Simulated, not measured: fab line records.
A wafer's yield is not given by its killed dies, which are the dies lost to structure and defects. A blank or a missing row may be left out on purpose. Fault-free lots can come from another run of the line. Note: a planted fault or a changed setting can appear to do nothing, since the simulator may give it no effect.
fab line records	flow rit_cmos
record: lots: 5	wafers: 15	last_day: 7
route steps=202 shown NWELL@35 PWELL@39 WELLDRIVE@50 NRETRO@53 PRETRO@64 GATE@75
lots untouched by any fault: they come from a run of this same line in which no faults occurred
start_h: hours from the record's first day to the start of the lot's first wafer shown	wait_h: hours from the lot's prior step to this one	" repeats the value in the row above	L1.1+2: a row that stands for several wafers	- no value present, or no start provided	* or withheld: withheld	< > ~ a bound
route shown NAME@n: a module of which the file shows steps, and the number in the route of the first	usual: the fault-free wafers' mean and standard deviation	same: alike in all rows	chamber/n: place in a boat	sites: the reading at each site	_std_site: standard deviation across them	_edge_site: mean of outer sites minus mean of inner sites	radius_mm: how far each site lies from the wafer's centre	mask NAME#n: copy n	behind: the last tool/chamber to shape the wafer	hold: why the lot went on hold/how many hours it stayed there/how the hold came to an end	device: the n, p or np transistor that did not switch	end of line: the same wafers' tests at the end of the route	a step given without rows: its recipe and nothing more	killed: dies that structure and defects cost at the first sort, which is not the same as the wafer's yield	map: a wafer's dies, marking killed ones x, the rest . and places with no die _
set.NAME: the run value of the setting; set.NAME@STEP: its run value at that earlier step	model.NAME: the simulator's own value behind a step, which no gauge read
certain route steps with their lots: each step a table, each wafer a row
services: from which hour (start_h, from the record's first day; less than 0 if before it) a tool's chamber was out of use, for how many hours, and why
== steps ==
step: RIT_NWELL_HARDBAKE_07
recipe: resist: NOVOLAK	temp_c: 140	time_s: 120
lot.wafer	tool	chamber	start_h	wait_h
L075.1+2+3	litho_track-01	0	29.60	0.0
L077.2+3+6	litho_track-02	0	35.57	0.1
L082.1+5+6	litho_track-02	0	60.56	0.0
L086.2+4+5	litho_track-03	0	80.67	0.1
L096.1+3+6	litho_track-03	0	131.97	0.0
step: RIT_NWELL_IMPLANT_08
recipe: species: P	energy_kev: 170	dose_cm2: 5e+13	tilt_deg: 7
lot.wafer	tool	chamber	start_h	wait_h
L075.1+2+3	implanter-03	0	29.85	0.2
L077.2+3+6	implanter-02	0	35.80	0.2
L082.1+5+6	implanter-02	0	60.81	0.2
L086.2+4+5	implanter-04	0	80.90	0.2
L096.1+3+6	implanter-03	0	132.22	0.2
step: RIT_NWELL_STRIP_09
recipe: chemistry: O2	time_s: 180	resist: NOVOLAK	platen_temp_c: withheld	power_w: 500	pressure_mtorr: 4000	o2_flow_sccm: 4000
usual: drypump_motor_current_A: 5.7/0.61
lot.wafer	tool	chamber	start_h	wait_h	drypump_motor_current_A	rf_hours_counter_h
L075.1	plasma_asher-04	0	30.00	0.1	6.0	40
L075.2	"	1	"	"	5.3	40
L075.3	"	1	"	"	5.3	-
L077.2	plasma_asher-01	1	35.93	0.1	5.0	36
L077.3	"	1	"	"	5.0	-
L077.6	"	0	"	"	6.5	-
L082.1	plasma_asher-01	1	60.96	0.1	5.0	39
L082.5	"	1	"	"	5.0	-
L082.6	"	0	"	"	6.5	-
L086.2	plasma_asher-04	0	81.02	0.1	6.0	45
L086.4	"	0	"	"	6.0	-
L086.5	"	1	"	"	5.3	-
L096.1	plasma_asher-04	1	132.37	0.1	5.3	51
L096.3	"	0	"	"	6.0	-
L096.6	"	1	"	"	5.3	-
step: RIT_NWELL_TW_MEAS_10
usual: NWELL_TW: 2140/13
lot.wafer	tool	chamber	start_h	wait_h	NWELL_TW
L075.1	film_metro-02	-	30.17	0.1	2137
L075.2	"	-	"	"	2146
L075.3	"	-	"	"	2129
L077.2	film_metro-02	-	36.11	0.1	2141
L077.3	"	-	"	"	2147
L077.6	"	-	"	"	2143
L082.1	film_metro-04	-	61.14	0.1	2149
L082.5	"	-	"	"	2146
L082.6	"	-	"	"	2141
L086.2	film_metro-01	-	81.21	0.1	2128
L086.4	"	-	"	"	2130
L086.5	"	-	"	"	2138
L096.1	film_metro-01	-	132.55	0.1	2136
L096.3	"	-	"	"	2150
L096.6	"	-	"	"	2137
step: RIT_PWELL_HMDS_00
recipe: prime_time_s: 60	prime_temp_c: 140
lot.wafer	tool	chamber	start_h	wait_h
L075.1+2+3	litho_track-01	0	30.23	0.1
L077.2+3+6	litho_track-04	0	36.19	0.1
L082.1+5+6	litho_track-04	0	61.20	0.1
L086.2+4+5	litho_track-03	0	81.28	0.1
L096.1+3+6	litho_track-03	0	132.61	0.1
step: RIT_PWELL_COAT_01
recipe: resist: NOVOLAK	spin_rpm: 2000	resist_thk_nm: 1300
lot.wafer	tool	chamber	start_h	wait_h
L075.1+2+3	litho_track-01	0	30.38	0.1
L077.2+3+6	litho_track-04	0	36.34	0.1
L082.1+5+6	litho_track-04	0	61.35	0.1
L086.2+4+5	litho_track-03	0	81.43	0.1
L096.1+3+6	litho_track-03	0	132.76	0.1
step: RIT_PWELL_SOFTBAKE_02
recipe: resist: NOVOLAK	temp_c: 90	time_s: 60
lot.wafer	tool	chamber	start_h	wait_h
L075.1+2+3	litho_track-01	0	30.53	0.1
L077.2+3+6	litho_track-04	0	36.49	0.1
L082.1+5+6	litho_track-04	0	61.50	0.1
L086.2+4+5	litho_track-03	0	81.58	0.1
L096.1+3+6	litho_track-03	0	132.91	0.1
step: RIT_PWELL_EXPOSE_03
recipe: mask_id: M3	na: 0.57	target_cd_nm: 43700	dose_mj: 250
same: na: 0.57
lot.wafer	tool	chamber	start_h	wait_h	mask
L075.1+2+3	iline_stepper-01	0	30.81	0.2	M3#0
L077.2+3+6	iline_stepper-01	0	36.77	0.3	M3#0
L082.1+5+6	iline_stepper-01	0	61.65	0.1	M3#0
L086.2+4+5	iline_stepper-02	0	81.73	0.1	M3#0
L096.1+3+6	iline_stepper-01	0	133.18	0.2	M3#0
step: RIT_PWELL_PEB_04
recipe: resist: NOVOLAK	temp_c: withheld	time_s: withheld
lot.wafer	tool	chamber	start_h	wait_h
L075.1+2+3	litho_track-03	0	30.93	0.1
L077.2+3+6	litho_track-01	0	37.06	0.3
L082.1+5+6	litho_track-03	0	61.77	0.1
L086.2+4+5	litho_track-03	0	81.85	0.1
L096.1+3+6	litho_track-04	0	133.30	0.1
step: RIT_PWELL_DEVELOP_05
recipe: resist: NOVOLAK	develop_time_s: 68	dev_temp_c: 23
same: develop_time_s: 68
lot.wafer	tool	chamber	start_h	wait_h
L075.1+2+3	litho_track-03	0	-	-
L077.2+3+6	litho_track-01	0	-	-
L082.1+5+6	litho_track-03	0	-	-
L086.2+4+5	litho_track-03	0	-	-
L096.1+3+6	litho_track-04	0	-	-
step: RIT_PWELL_OVL_MEAS_06
usual: PWELL_OVL: -0.4/1.8
lot.wafer	tool	chamber	start_h	wait_h	PWELL_OVL[nm]
L075.1	overlay-02	-	31.24	-	-0.2
L075.2	"	-	"	"	-0.5
L075.3	"	-	"	"	2.4
L077.2	overlay-02	-	37.35	-	1.9
L077.3	"	-	"	"	1.2
L077.6	"	-	"	"	1.3
L082.1	overlay-02	-	62.08	-	1.0
L082.5	"	-	"	"	-0.4
L082.6	"	-	"	"	1.7
L086.2	overlay-01	-	82.14	-	-3.6
L086.4	"	-	"	"	-1.7
L086.5	"	-	"	"	-2.3
L096.1	overlay-01	-	133.61	-	2.3
L096.3	"	-	"	"	0.6
L096.6	"	-	"	"	0.9
step: RIT_PWELL_HARDBAKE_07
recipe: resist: NOVOLAK	temp_c: 140	time_s: 120
lot.wafer	tool	chamber	start_h	wait_h
L075.1+2+3	litho_track-03	0	31.28	0.0
L077.2+3+6	litho_track-03	0	37.42	0.1
L082.1+5+6	litho_track-01	0	62.11	0.0
L086.2+4+5	litho_track-03	0	82.22	0.1
L096.1+3+6	litho_track-01	0	133.65	0.0
step: RIT_PWELL_IMPLANT_08
recipe: species: B	energy_kev: 170	dose_cm2: 7e+13	tilt_deg: 7
lot.wafer	tool	chamber	start_h	wait_h
L075.1+2+3	implanter-01	0	31.53	0.2
L077.2+3+6	implanter-01	0	37.66	0.2
L082.1+5+6	implanter-04	0	62.37	0.2
L086.2+4+5	implanter-02	0	82.45	0.2
L096.1+3+6	implanter-04	0	133.90	0.2
step: RIT_PWELL_STRIP_09
recipe: chemistry: O2	time_s: 180	resist: NOVOLAK	platen_temp_c: withheld	power_w: 500	pressure_mtorr: 4000	o2_flow_sccm: 4000
usual: drypump_motor_current_A: 5.6/0.38
lot.wafer	tool	chamber	start_h	wait_h	drypump_motor_current_A	rf_hours_counter_h
L075.1	plasma_asher-03	1	31.68	0.1	5.5	26
L075.2	"	0	"	"	5.5	26
L075.3	"	1	"	"	5.5	-
L077.2	plasma_asher-04	1	37.78	0.1	5.3	41
L077.3	"	0	"	"	6.0	-
L077.6	"	1	"	"	5.3	-
L082.1	plasma_asher-01	1	62.52	0.1	5.0	39
L082.5	"	1	"	"	5.0	-
L082.6	"	0	"	"	6.5	-
L086.2	plasma_asher-03	1	82.57	0.1	5.5	31
L086.4	"	0	"	"	5.5	-
L086.5	"	1	"	"	5.5	-
L096.1	plasma_asher-03	0	134.05	0.1	5.5	37
L096.3	"	1	"	"	5.5	-
L096.6	"	1	"	"	5.5	-
step: RIT_PWELL_TW_MEAS_10
usual: PWELL_TW: 946/4.6
lot.wafer	tool	chamber	start_h	wait_h	PWELL_TW
L075.1	film_metro-01	-	31.85	0.1	942
L075.2	"	-	"	"	944
L075.3	"	-	"	"	950
L077.2	film_metro-01	-	37.97	0.1	944
L077.3	"	-	"	"	952
L077.6	"	-	"	"	946
L082.1	film_metro-01	-	62.69	0.1	943
L082.5	"	-	"	"	943
L082.6	"	-	"	"	946
L086.2	film_metro-01	-	82.76	0.1	952
L086.4	"	-	"	"	943
L086.5	"	-	"	"	946
L096.1	film_metro-02	-	134.22	0.1	946
L096.3	"	-	"	"	944
L096.6	"	-	"	"	944
step: RIT_WELLDRIVE_ANNEAL_00
recipe: temp_c: 1100	time_s: 14700	ambient: N2
usual: spike_tc_centre_C: 1102.1/1.3	spike_tc_source_C: 1126.0/1.6
lot.wafer	tool	chamber	start_h	wait_h	spike_tc_centre_C	spike_tc_source_C
L075.1	furnace-01	0	31.91	0.1	1100.5	1125.6
L075.2	"	0	"	"	1103.2	1125.0
L075.3	"	0	"	"	1103.7	1126.2
L077.2	furnace-04	0	38.44	0.5	1102.3	1125.8
L077.3	"	0	"	"	1103.9	1125.3
L077.6	"	0	"	"	1102.4	1126.8
L082.1	furnace-04	0	62.75	0.1	1103.6	1127.4
L082.5	"	0	"	"	1103.4	1126.9
L082.6	"	0	"	"	1105.1	1125.7
L086.2	furnace-03	0	82.81	0.0	1102.6	1126.7
L086.4	"	0	"	"	1100.4	1127.5
L086.5	"	0	"	"	1102.0	1129.6
L096.1	furnace-01	0	134.77	0.5	1103.1	1125.3
L096.3	"	0	"	"	1102.6	1125.2
L096.6	"	0	"	"	1101.5	1124.8
step: RIT_WELLDRIVE_RS_MEAS_01
recipe: thk_meas_gauge: four-point-probe
usual: NWELL_RS: 275.5/0.74
lot.wafer	tool	chamber	start_h	wait_h	NWELL_RS[ohm/sq]
L075.1	film_metro-02	-	36.99	0.0	276.2
L075.2	"	-	"	"	276.2
L075.3	"	-	"	"	276.5
L077.2	film_metro-04	-	43.55	0.0	274.6
L077.3	"	-	"	"	274.2
L077.6	"	-	"	"	274.4
L082.1	film_metro-02	-	67.83	0.0	274.8
L082.5	"	-	"	"	276.0
L082.6	"	-	"	"	275.4
L086.2	film_metro-02	-	87.91	0.0	275.8
L086.4	"	-	"	"	275.8
L086.5	"	-	"	"	275.5
L096.1	film_metro-02	-	139.85	0.0	274.7
L096.3	"	-	"	"	274.7
L096.6	"	-	"	"	276.0
step: RIT_WELLDRIVE_RS_MEAS_02
recipe: thk_meas_gauge: four-point-probe
usual: PWELL_RS: 429.3/1.4
lot.wafer	tool	chamber	start_h	wait_h	PWELL_RS[ohm/sq]
L075.1	film_metro-02	-	37.11	0.1	427.8
L075.2	"	-	"	"	426.9
L075.3	"	-	"	"	428.8
L077.2	film_metro-04	-	43.67	0.1	425.6
L077.3	"	-	"	"	424.3
L077.6	"	-	"	"	426.3
L082.1	film_metro-02	-	67.95	0.1	428.4
L082.5	"	-	"	"	429.5
L082.6	"	-	"	"	428.5
L086.2	film_metro-02	-	88.03	0.1	429.0
L086.4	"	-	"	"	429.9
L086.5	"	-	"	"	430.0
L096.1	film_metro-02	-	139.97	0.1	429.5
L096.3	"	-	"	"	429.9
L096.6	"	-	"	"	429.9
step: RIT_NRETRO_HMDS_00
recipe: prime_time_s: 60	prime_temp_c: 140
lot.wafer	tool	chamber	start_h	wait_h
L075.1+2+3	litho_track-04	0	37.25	0.1
L077.2+3+6	litho_track-02	0	43.92	0.2
L082.1+5+6	litho_track-02	0	68.07	0.1
L086.2+4+5	litho_track-03	0	88.16	0.1
L096.1+3+6	litho_track-03	0	140.09	0.1
step: RIT_NRETRO_COAT_01
recipe: resist: NOVOLAK	spin_rpm: 2000	resist_thk_nm: 1300
lot.wafer	tool	chamber	start_h	wait_h
L075.1+2+3	litho_track-04	0	37.40	0.1
L077.2+3+6	litho_track-02	0	44.07	0.1
L082.1+5+6	litho_track-02	0	68.22	0.1
L086.2+4+5	litho_track-03	0	88.31	0.1
L096.1+3+6	litho_track-03	0	140.24	0.1
step: RIT_NRETRO_SOFTBAKE_02
recipe: resist: NOVOLAK	temp_c: 90	time_s: 60
lot.wafer	tool	chamber	start_h	wait_h
L075.1+2+3	litho_track-04	0	37.55	0.1
L077.2+3+6	litho_track-02	0	44.22	0.1
L082.1+5+6	litho_track-02	0	68.37	0.1
L086.2+4+5	litho_track-03	0	88.46	0.1
L096.1+3+6	litho_track-03	0	140.39	0.1
step: RIT_NRETRO_EXPOSE_03
recipe: mask_id: M4	na: 0.57	target_cd_nm: 43900	dose_mj: 250
same: na: 0.57
lot.wafer	tool	chamber	start_h	wait_h	mask
L075.1+2+3	iline_stepper-02	0	37.83	0.2	M4#0
L077.2+3+6	iline_stepper-01	0	44.36	0.1	M4#0
L082.1+5+6	iline_stepper-01	0	68.52	0.1	M4#0
L086.2+4+5	iline_stepper-01	0	88.60	0.1	M4#0
L096.1+3+6	iline_stepper-02	0	140.67	0.2	M4#0
step: RIT_NRETRO_PEB_04
recipe: resist: NOVOLAK	temp_c: withheld	time_s: withheld
lot.wafer	tool	chamber	start_h	wait_h
L075.1+2+3	litho_track-02	0	37.95	0.1
L077.2+3+6	litho_track-02	0	44.48	0.1
L082.1+5+6	litho_track-03	0	68.64	0.1
L086.2+4+5	litho_track-02	0	88.72	0.1
L096.1+3+6	litho_track-02	0	140.79	0.1
step: RIT_NRETRO_DEVELOP_05
recipe: resist: NOVOLAK	develop_time_s: 68	dev_temp_c: 23
same: develop_time_s: 68
lot.wafer	tool	chamber	start_h	wait_h
L075.1+2+3	litho_track-02	0	-	-
L077.2+3+6	litho_track-02	0	-	-
L082.1+5+6	litho_track-03	0	-	-
L086.2+4+5	litho_track-02	0	-	-
L096.1+3+6	litho_track-02	0	-	-
step: RIT_NRETRO_OVL_MEAS_06
usual: NRETRO_OVL: 0.6/1.5
lot.wafer	tool	chamber	start_h	wait_h	NRETRO_OVL[nm]
L075.1	overlay-01	-	38.26	-	2.3
L075.2	"	-	"	"	3.5
L075.3	"	-	"	"	2.6
L077.2	overlay-01	-	44.78	-	0.8
L077.3	"	-	"	"	-0.5
L077.6	"	-	"	"	0.1
L082.1	overlay-01	-	68.95	-	1.3
L082.5	"	-	"	"	2.0
L082.6	"	-	"	"	1.9
L086.2	overlay-02	-	89.02	-	-1.3
L086.4	"	-	"	"	-2.5
L086.5	"	-	"	"	-3.1
L096.1	overlay-02	-	141.10	-	0.3
L096.3	"	-	"	"	1.2
L096.6	"	-	"	"	1.3
step: RIT_NRETRO_HARDBAKE_07
recipe: resist: NOVOLAK	temp_c: 140	time_s: 120
lot.wafer	tool	chamber	start_h	wait_h
L075.1+2+3	litho_track-04	0	38.30	0.0
L077.2+3+6	litho_track-04	0	44.93	0.1
L082.1+5+6	litho_track-04	0	69.04	0.1
L086.2+4+5	litho_track-04	0	89.09	0.1
L096.1+3+6	litho_track-04	0	141.14	0.0
step: RIT_NRETRO_IMPLANT_08
recipe: species: P	energy_kev: 70	dose_cm2: 1e+13	tilt_deg: 7
lot.wafer	tool	chamber	start_h	wait_h
L075.1+2+3	implanter-02	0	38.55	0.2
L077.2+3+6	implanter-01	0	45.16	0.2
L082.1+5+6	implanter-02	0	69.29	0.2
L086.2+4+5	implanter-03	0	89.32	0.2
L096.1+3+6	implanter-03	0	141.39	0.2
step: RIT_NRETRO_STRIP_09
recipe: chemistry: O2	time_s: 180	resist: NOVOLAK	platen_temp_c: withheld	power_w: 500	pressure_mtorr: 4000	o2_flow_sccm: 4000
usual: drypump_motor_current_A: 5.6/0.32
lot.wafer	tool	chamber	start_h	wait_h	drypump_motor_current_A	rf_hours_counter_h
L075.1	plasma_asher-03	1	38.70	0.1	5.5	27
L075.2	"	0	"	"	5.5	27
L075.3	"	1	"	"	5.5	-
L077.2	plasma_asher-04	1	45.29	0.1	5.3	41
L077.3	"	1	"	"	5.3	-
L077.6	"	1	"	"	5.3	-
L082.1	plasma_asher-04	0	69.44	0.1	6.0	44
L082.5	"	0	"	"	6.0	-
L082.6	"	1	"	"	5.3	-
L086.2	plasma_asher-03	0	89.45	0.1	5.5	32
L086.4	"	1	"	"	5.4	-
L086.5	"	1	"	"	5.5	-
L096.1	plasma_asher-02	0	141.54	0.1	6.2	2
L096.3	"	0	"	"	6.2	-
L096.6	"	0	"	"	6.2	-
step: RIT_NRETRO_TW_MEAS_10
usual: NRETRO_TW: 1050/5
lot.wafer	tool	chamber	start_h	wait_h	NRETRO_TW
L075.1	film_metro-04	-	38.87	0.1	1049
L075.2	"	-	"	"	1049
L075.3	"	-	"	"	1050
L077.2	film_metro-02	-	45.47	0.1	1053
L077.3	"	-	"	"	1055
L077.6	"	-	"	"	1051
L082.1	film_metro-03	-	69.62	0.1	1056
L082.5	"	-	"	"	1057
L082.6	"	-	"	"	1053
L086.2	film_metro-02	-	89.63	0.1	1044
L086.4	"	-	"	"	1045
L086.5	"	-	"	"	1045
L096.1	film_metro-03	-	141.71	0.1	1049
L096.3	"	-	"	"	1043
L096.6	"	-	"	"	1041
step: RIT_PRETRO_HMDS_00
recipe: prime_time_s: 60	prime_temp_c: 140
lot.wafer	tool	chamber	start_h	wait_h
L075.1+2+3	litho_track-01	0	39.04	0.2
L077.2+3+6	litho_track-02	0	45.63	0.1
L082.1+5+6	litho_track-02	0	69.68	0.1
L086.2+4+5	litho_track-04	0	89.71	0.1
L096.1+3+6	litho_track-02	0	141.77	0.1
step: RIT_PRETRO_COAT_01
recipe: resist: NOVOLAK	spin_rpm: 2000	resist_thk_nm: 1300
lot.wafer	tool	chamber	start_h	wait_h
L075.1+2+3	litho_track-01	0	39.19	0.1
L077.2+3+6	litho_track-02	0	45.78	0.1
L082.1+5+6	litho_track-02	0	69.83	0.1
L086.2+4+5	litho_track-04	0	89.86	0.1
L096.1+3+6	litho_track-02	0	141.92	0.1
step: RIT_PRETRO_SOFTBAKE_02
recipe: resist: NOVOLAK	temp_c: 90	time_s: 60
lot.wafer	tool	chamber	start_h	wait_h
L075.1+2+3	litho_track-01	0	39.34	0.1
L077.2+3+6	litho_track-02	0	45.93	0.1
L082.1+5+6	litho_track-02	0	69.98	0.1
L086.2+4+5	litho_track-04	0	90.01	0.1
L096.1+3+6	litho_track-02	0	142.07	0.1
step: RIT_PRETRO_EXPOSE_03
recipe: mask_id: M5	na: 0.57	target_cd_nm: 43700	dose_mj: 250
same: na: 0.57
lot.wafer	tool	chamber	start_h	wait_h	mask
L075.1+2+3	iline_stepper-02	0	39.62	0.2	M5#0
L077.2+3+6	iline_stepper-01	0	46.08	0.1	M5#0
L082.1+5+6	iline_stepper-01	0	70.25	0.2	M5#0
L086.2+4+5	iline_stepper-01	0	90.28	0.2	M5#0
L096.1+3+6	iline_stepper-01	0	142.35	0.2	M5#0
step: RIT_PRETRO_PEB_04
recipe: resist: NOVOLAK	temp_c: withheld	time_s: withheld
lot.wafer	tool	chamber	start_h	wait_h
L075.1+2+3	litho_track-04	0	39.73	0.1
L077.2+3+6	litho_track-02	0	46.20	0.1
L082.1+5+6	litho_track-01	0	70.37	0.1
L086.2+4+5	litho_track-04	0	90.44	0.1
L096.1+3+6	litho_track-04	0	142.46	0.1
step: RIT_PRETRO_DEVELOP_05
recipe: resist: NOVOLAK	develop_time_s: 68	dev_temp_c: 23
same: develop_time_s: 68
lot.wafer	tool	chamber	start_h	wait_h
L075.1+2+3	litho_track-04	0	-	-
L077.2+3+6	litho_track-02	0	-	-
L082.1+5+6	litho_track-01	0	-	-
L086.2+4+5	litho_track-04	0	-	-
L096.1+3+6	litho_track-04	0	-	-
step: RIT_PRETRO_OVL_MEAS_06
usual: PRETRO_OVL: -0.9/1.2
lot.wafer	tool	chamber	start_h	wait_h	PRETRO_OVL[nm]
L075.1	overlay-02	-	40.04	-	-0.6
L075.2	"	-	"	"	-1.4
L075.3	"	-	"	"	0.8
L077.2	overlay-02	-	46.50	-	-1.2
L077.3	"	-	"	"	-2.4
L077.6	"	-	"	"	-2.8
L082.1	overlay-01	-	70.68	-	-2.6
L082.5	"	-	"	"	-2.1
L082.6	"	-	"	"	-1.5
L086.2	overlay-01	-	90.74	-	0.5
L086.4	"	-	"	"	0.7
L086.5	"	-	"	"	0.6
L096.1	overlay-01	-	142.78	-	-1.6
L096.3	"	-	"	"	-2.4
L096.6	"	-	"	"	-1.4
step: RIT_PRETRO_HARDBAKE_07
recipe: resist: NOVOLAK	temp_c: 140	time_s: 120
lot.wafer	tool	chamber	start_h	wait_h
L075.1+2+3	litho_track-01	0	40.08	0.0
L077.2+3+6	litho_track-04	0	46.57	0.1
L082.1+5+6	litho_track-04	0	70.77	0.1
L086.2+4+5	litho_track-04	0	90.81	0.1
L096.1+3+6	litho_track-02	0	142.93	0.2
step: RIT_PRETRO_IMPLANT_08
recipe: species: B	energy_kev: 45	dose_cm2: 1.2e+13	tilt_deg: 7
lot.wafer	tool	chamber	start_h	wait_h
L075.1+2+3	implanter-03	0	40.33	0.2
L077.2+3+6	implanter-03	0	46.80	0.2
L082.1+5+6	implanter-01	0	71.02	0.2
L086.2+4+5	implanter-01	0	91.04	0.2
L096.1+3+6	implanter-04	0	143.20	0.2
step: RIT_PRETRO_STRIP_09
recipe: chemistry: O2	time_s: 180	resist: NOVOLAK	platen_temp_c: withheld	power_w: 500	pressure_mtorr: 4000	o2_flow_sccm: 4000
usual: drypump_motor_current_A: 5.6/0.63
lot.wafer	tool	chamber	start_h	wait_h	drypump_motor_current_A	rf_hours_counter_h
L075.1	plasma_asher-01	1	40.48	0.1	5.0	37
L075.2	"	0	"	"	6.5	37
L075.3	"	1	"	"	5.0	-
L077.2	plasma_asher-03	0	46.93	0.1	5.5	27
L077.3	"	0	"	"	5.5	-
L077.6	"	0	"	"	5.5	-
L082.1	plasma_asher-01	1	71.17	0.1	5.0	40
L082.5	"	0	"	"	6.6	-
L082.6	"	1	"	"	5.0	-
L086.2	plasma_asher-03	0	91.17	0.1	5.5	32
L086.4	"	0	"	"	5.5	-
L086.5	"	1	"	"	5.5	-
L096.1	plasma_asher-02	1	143.35	0.1	4.9	3
L096.3	"	1	"	"	4.9	-
L096.6	"	0	"	"	6.2	-
step: RIT_PRETRO_TW_MEAS_10
usual: PRETRO_TW: 474.7/2.9
lot.wafer	tool	chamber	start_h	wait_h	PRETRO_TW
L075.1	film_metro-01	-	40.66	0.1	470.3
L075.2	"	-	"	"	471.7
L075.3	"	-	"	"	474.1
L077.2	film_metro-03	-	47.11	0.1	475.8
L077.3	"	-	"	"	474.7
L077.6	"	-	"	"	472.9
L082.1	film_metro-03	-	71.34	0.1	473.2
L082.5	"	-	"	"	478.3
L082.6	"	-	"	"	474.0
L086.2	film_metro-04	-	91.35	0.1	479.3
L086.4	"	-	"	"	478.6
L086.5	"	-	"	"	479.5
L096.1	film_metro-03	-	143.52	0.1	473.6
L096.3	"	-	"	"	475.6
L096.6	"	-	"	"	473.4
step: RIT_GATE_WET_ETCH_00
recipe: chemistry: BOE	target: SiO2	target_depth_nm: 56	time_s: 60	dry: n2_spin	dilution: 10:1	temp_c: 21.5
lot.wafer	tool	chamber	start_h	wait_h
L075.1+2+3	wet_bench-02	2	40.72	0.1
L077.2+3+6	wet_bench-03	3	47.16	0.0
L082.1+5+6	wet_bench-02	1	71.40	0.1
L086.2+4+5	wet_bench-04	1	91.40	0.0
L096.1+3+6	wet_bench-04	0	143.58	0.1
step: RIT_GATE_CLEAN_01
recipe: chemistry: SC1	mix: 3:3:50	time_s: 600	temp_c: 75
usual: bath_guard_temp_C: 74.9/0.44
lot.wafer	tool	chamber	start_h	wait_h	bath_guard_temp_C
L075.1	wet_bench-03	0	40.74	0.0	74.2
L075.2	"	0	"	"	74.7
L075.3	"	0	"	"	74.5
L077.2	wet_bench-03	1	47.19	0.0	75.7
L077.3	"	1	"	"	75.8
L077.6	"	1	"	"	76.0
L082.1	wet_bench-03	3	71.43	0.0	74.8
L082.5	"	3	"	"	74.4
L082.6	"	3	"	"	74.6
L086.2	wet_bench-02	0	91.43	0.0	74.9
L086.4	"	0	"	"	75.2
L086.5	"	0	"	"	75.0
L096.1	wet_bench-02	3	143.61	0.0	75.9
L096.3	"	3	"	"	75.6
L096.6	"	3	"	"	75.6
step: RIT_GATE_CLEAN_02
recipe: chemistry: dHF	dilution: 50:1	time_s: 30
lot.wafer	tool	chamber	start_h	wait_h
L075.1+2+3	wet_bench-04	3	40.92	0.0
L077.2+3+6	wet_bench-04	0	47.36	0.0
L082.1+5+6	wet_bench-04	1	71.62	0.0
L086.2+4+5	wet_bench-03	2	91.60	0.0
L096.1+3+6	wet_bench-03	1	143.78	0.0
step: RIT_GATE_CLEAN_03
recipe: chemistry: SC2	mix: 3:3:50	time_s: 600	temp_c: 75	dry: n2_spin
usual: bath_guard_temp_C: 75.0/0.4
lot.wafer	tool	chamber	start_h	wait_h	bath_guard_temp_C
L075.1	wet_bench-02	1	40.93	0.0	74.7
L075.2	"	1	"	"	74.9
L075.3	"	1	"	"	75.0
L077.2	wet_bench-03	3	47.38	0.0	74.8
L077.3	"	3	"	"	74.9
L077.6	"	3	"	"	74.7
L082.1	wet_bench-02	0	71.63	0.0	74.8
L082.5	"	0	"	"	75.2
L082.6	"	0	"	"	75.0
L086.2	wet_bench-04	3	91.62	0.0	75.2
L086.4	"	3	"	"	75.1
L086.5	"	3	"	"	74.8
L096.1	wet_bench-04	3	143.80	0.0	75.0
L096.3	"	3	"	"	75.0
L096.6	"	3	"	"	75.0
== services ==
tool	chamber	start_h	hours	kind
implanter-01	-	7.11	3.5	repair
plasma_asher-01	-	8.70	2.8	pm
furnace-01	-	10.85	3.5	pm
wet_bench-03	-	13.08	0.7	repair
furnace-04	-	16.92	9.5	pm
implanter-02	-	22.78	11.7	repair
implanter-03	-	30.22	1.1	repair
implanter-04	-	36.00	7.4	repair
implanter-01	-	38.01	2.9	repair
iline_stepper-02	-	39.74	16.8	repair
wet_bench-02	-	43.25	4.5	repair
iline_stepper-02	-	56.49	8.9	pm
wet_bench-02	-	75.96	1.9	pm
implanter-03	-	79.07	1.1	repair
iline_stepper-01	-	98.45	4.4	pm
plasma_asher-04	-	99.22	2.8	pm
implanter-01	-	108.82	1.0	repair
implanter-01	-	113.45	3.3	repair
plasma_asher-03	-	114.53	2.8	pm
implanter-04	-	117.52	5.8	repair
implanter-01	-	124.49	5.1	repair
implanter-01	-	140.37	3.2	repair
plasma_asher-01	-	140.96	4.8	repair
implanter-03	-	142.94	0.9	repair
== key ==
fault none
